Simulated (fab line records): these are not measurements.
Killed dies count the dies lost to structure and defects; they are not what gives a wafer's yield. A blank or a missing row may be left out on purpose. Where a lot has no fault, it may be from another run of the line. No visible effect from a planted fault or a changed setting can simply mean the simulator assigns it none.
Which tool did it? | flow berkeley_cmos170 | Sampling: 7 lots, 21 wafers, 2 of 331 route steps

WHAT THE GAUGES SHOWED, per wafer
UCB170_PVT_TW_MEAS_09.
lot  | measured     | on            | PVT_TW
L411 | day 5 18:17  | film_metro-04 | 509 510 508
L416 | day 6 18:11  | film_metro-03 | 508 508 509
L413 | day 6 18:28  | film_metro-04 | 507 505 507
L418 | day 7 10:58  | film_metro-03 | 512 509 515
L422 | day 8 03:47  | film_metro-02 | 514 511 513
L425 | day 8 14:58  | film_metro-02 | 617 617 617
L432 | day 10 09:21 | film_metro-03 | 510 511 510

WHAT TOOL EACH LOT RAN ON (gives the tool, then ch and the chambers of the sampled wafers, and finally the start)
lot  | UCB170_PVT_IMPLANT_07
L411 | implanter-02 ch 0, day 5 18:02
L416 | implanter-01 ch 0, day 6 17:56
L413 | implanter-04 ch 0, day 6 18:14
L418 | implanter-02 ch 0, day 7 10:44
L422 | implanter-04 ch 0, day 8 03:32
L425 | implanter-01 ch 0, day 8 14:43
L432 | implanter-04 ch 0, day 10 09:07
- UCB170_PVT_IMPLANT_07

THE ANSWER, worked out from the rows above alone
Rule: the lots themselves supply what counts as usual. Put in order of their means at a reading, lots are off if they are a third of the lots or fewer, leave a main group of 4 or more, and stand apart from it by a gap of 3 or more times the standard deviation of the main group's means; of several such gaps the widest counts. If all means in a main group match to the digits the tables above print for the reading, that group is not used. A lot without any number at a reading at which 4 lots or more have one is off too. All remaining lots with rows at the step are treated as sound.
Off: L425, seen at UCB170_PVT_TW_MEAS_09 (PVT_TW). For the main group the mean is 510 and the standard deviation 2.2.
A tool fits if, at a process step before that reading, it ran every lot that is off, and no sound lot after the first of them. Gauges at UCB170_PVT_TW_MEAS_09: tried the same way as those tools. Can't be told from this: 2 tools fit, implanter-01 at UCB170_PVT_IMPLANT_07, film_metro-02 at UCB170_PVT_TW_MEAS_09.

WHAT HAD BEEN PUT IN BY THE SIMULATOR
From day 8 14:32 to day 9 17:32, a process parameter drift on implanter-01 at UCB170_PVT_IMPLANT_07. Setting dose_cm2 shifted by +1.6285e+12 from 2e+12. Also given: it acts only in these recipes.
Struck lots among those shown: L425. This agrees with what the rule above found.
